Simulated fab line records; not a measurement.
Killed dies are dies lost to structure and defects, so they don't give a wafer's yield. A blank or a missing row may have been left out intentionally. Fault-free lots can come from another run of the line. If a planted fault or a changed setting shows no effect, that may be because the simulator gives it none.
A struck lot beside a sound one || flow rit cmos || 43 steps out of a route of 202
Sound: the wafers L186.2, L186.4, L186.5. Struck: wafers L198.1, L198.3, L198.6. At the end, the cause is stated.
Per side, at each step with rows, come the tool, then ch with its chambers, and then its first start. Under that, the readings that differ: sound wafers || struck wafers || difference of the means || sigmas: that difference in standard deviations of wafers without a fault.
alike: readings with means less than 2 such deviations apart, plus words and numbers identical on both sides. not compared: withheld readings, readings lacking a value on some wafer, bounds such as >300 that could conceal the same value, and numbers that have no deviation in the record and whose values overlap.
The two part at a step that has a row with sigmas, a row that says differs or no value, or rows on one side only. Numbers that don't overlap but have no deviation are shown without sigmas and don't part them. A reading missing from all wafers of one side parts the sides only when that side holds two or more wafers.

first, 1 step without rows for these wafers: RIT_PRETRO_IMPLANT_08.
RIT_PRETRO_STRIP_09: strips in O2, time 180 s.
  sound on plasma asher-03 ch 0,1, day 3 13:53; struck on plasma asher-03 ch 0,1, day 6 03:07
  alike: drypump motor current A
  not compared: rf hours counter h
RIT_PRETRO_TW_MEAS_10:
  sound on film metro-04, day 3 14:05; struck on film metro-02, day 6 03:17
  alike: PRETRO_TW
then, 5 steps without rows for these wafers: RIT_GATE_WET_ETCH_00 (etches SiO2 in BOE, target depth 56 nm, time 60 s); RIT_GATE_CLEAN_01 (cleans in SC1, time 600 s); RIT_GATE_CLEAN_02 (cleans in dHF, time 30 s); RIT_GATE_CLEAN_03 (cleans in SC2, time 600 s); RIT_GATE_CLEAN_04 (cleans in dHF, time 60 s).
RIT_FOX2_THK_MEAS_91:
  sound on film metro-01, day 3 14:34; struck on film metro-04, day 6 03:47
  alike: FIELD_OXIDE_LEFT_2_THK
then, 2 steps without rows for these wafers: RIT_GATE_OXIDATION_05 (target thk 3 nm, ox time 270 s); RIT_GATE_ANNEAL_06 (time 600 s).
RIT_GATE_THK_MEAS_07:
  sound on film metro-01, day 3 15:58; struck on film metro-04, day 6 05:10
  alike: GATE_OXIDE_THK
RIT_GATE_CVD_08: deposits poly-Si from SiH4, target thk 250 nm, time 2157 s.
  sound on lpcvd-02 ch 0, day 3 16:42; struck on lpcvd-01 ch 0, day 6 05:14
{"reading": "sih4 flow sccm (sccm)", "sound": "100.09 100.11 100.48", "struck": "50.23 50.40 50.26", "difference": -49.93, "sigmas": "-99 or more"}
{"reading": "model.poly-Si_of_GATE_CVD_08.thk nm (nm)", "sound": "242.9 240 244.3", "struck": "118.2 118.3 118.6", "difference": -124.0, "sigmas": ""}
RIT_GATE_THK_MEAS_09:
  sound on film metro-01, day 3 19:08; struck on film metro-01, day 6 06:51
{"reading": "GATE_POLY_THK (nm)", "sound": "242.9 240.0 244.3", "struck": "118.2 118.3 118.7", "difference": -124.0, "sigmas": -59}
then, 6 steps without rows for these wafers: RIT_GATE_HMDS_10 (prime time 60 s); RIT_GATE_COAT_11 (resist thk 850 nm); RIT_GATE_SOFTBAKE_12 (time 60 s); RIT_GATE_EXPOSE_13 (exposes mask M6, target cd 150 nm); RIT_GATE_PEB_14; RIT_GATE_DEVELOP_15 (develop time 50 s).
RIT_GATE_CD_MEAS_16: target cd 150 nm.
  sound on cd sem-01, day 3 20:04; struck on cd sem-02, day 6 07:46
  alike: cd nm
RIT_GATE_OVL_MEAS_17:
  sound on overlay-01, day 3 20:10; struck on overlay-02, day 6 07:53
  alike: GATE_OVL
then, 1 step without rows for these wafers: RIT_GATE_HARDBAKE_18 (time 60 s).
RIT_GATE_ETCH_19: etches poly-Si in SF6/CHF3/O2, stops on SiO2, time 165 s, target depth 312.5 nm.
  sound on rie si-01 ch 0,1,3, day 3 20:20; struck on rie si-01 ch 0,1, day 6 08:04
{"reading": "oes product au (a.u.)", "sound": "0.829 0.815 0.833", "struck": "0.538 0.547 0.551", "difference": -0.280, "sigmas": -23}
{"reading": "model.etch.depth nm (nm)", "sound": "242.9 240 244.3", "struck": "118.2 118.3 118.6", "difference": -124.0, "sigmas": ""}
{"reading": "model.GATE.feature depth nm (nm)", "sound": "242.9 240 244.3", "struck": "118.2 118.3 118.6", "difference": -124.0, "sigmas": ""}
  alike: drypump motor current A, throttle valve pct
  not compared: rf hours counter h
RIT_GATE_STRIP_20: strips in O2, time 180 s.
  sound on plasma asher-03 ch 0,1, day 3 20:27; struck on plasma asher-01 ch 0,1, day 6 08:10
{"reading": "drypump motor current A (A)", "sound": "6.5 5.7 6.4", "struck": "5.0 5.5 5.0", "difference": -1.0, "sigmas": -2}
  not compared: rf hours counter h
RIT_GATE_CD_MEAS_90: target cd 150 nm.
  sound on cd sem-01, day 3 20:38; struck on cd sem-02, day 6 08:21
  alike: cd nm
then, 4 steps without rows for these wafers: RIT_REOX_CLEAN_00 (cleans in SC1, time 600 s); RIT_REOX_CLEAN_01 (cleans in dHF, time 30 s); RIT_REOX_CLEAN_02 (cleans in SC2, time 600 s); RIT_REOX_OXIDATION_03 (target thk 25.2 nm, ox time 5580 s).
RIT_REOX_THK_MEAS_04:
  sound on film metro-02, day 3 23:40; struck on film metro-02, day 6 11:23
  alike: REOX_OXIDE_THK
then, 6 steps without rows for these wafers: RIT_NLDD_HMDS_00 (prime time 60 s); RIT_NLDD_COAT_01 (resist thk 1000 nm); RIT_NLDD_SOFTBAKE_02 (time 60 s); RIT_NLDD_EXPOSE_03 (exposes mask M7, target cd 40700 nm); RIT_NLDD_PEB_04; RIT_NLDD_DEVELOP_05 (develop time 50 s).
RIT_NLDD_OVL_MEAS_06:
  sound on overlay-01, day 4 00:35; struck on overlay-02, day 6 12:18
{"reading": "NLDD_OVL (nm)", "sound": "5.3 4.9 5.3", "struck": "1.1 1.8 1.9", "difference": -3.6, "sigmas": -3}
then, 2 steps without rows for these wafers: RIT_NLDD_HARDBAKE_07 (time 60 s); RIT_NLDD_IMPLANT_08.
RIT_NLDD_STRIP_09: strips in O2, time 180 s.
  sound on plasma asher-01 ch 0, day 4 00:55; struck on plasma asher-01 ch 1, day 6 12:38
  alike: drypump motor current A
  not compared: rf hours counter h
RIT_NLDD_TW_MEAS_10:
  sound on film metro-03, day 4 01:05; struck on film metro-02, day 6 12:49
  alike: NLDD_TW
RIT_SDANNEAL_CLEAN_02: cleans in SC2, time 600 s.
  sound on wet bench-04 ch 0, day 4 09:37; struck on wet bench-02 ch 0, day 6 20:04
{"reading": "model.poly-Si_of_GATE_CVD_08.thk nm (nm)", "sound": "154.3 150.9 157.6", "struck": "33.1 32.15 32.22", "difference": -121.8, "sigmas": ""}

## WHERE THEY PART
First at RIT_GATE_CVD_08; last, within this record, at RIT_NLDD_OVL_MEAS_06. Later steps at which nothing parts them and some readings are alike: RIT_NLDD_STRIP_09, RIT_NLDD_TW_MEAS_10.

WHY: what had been put in by the simulator
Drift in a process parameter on lpcvd-01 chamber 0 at RIT_GATE_CVD_08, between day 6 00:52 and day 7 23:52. Setting sih4 flow sccm shifted by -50 from 100.
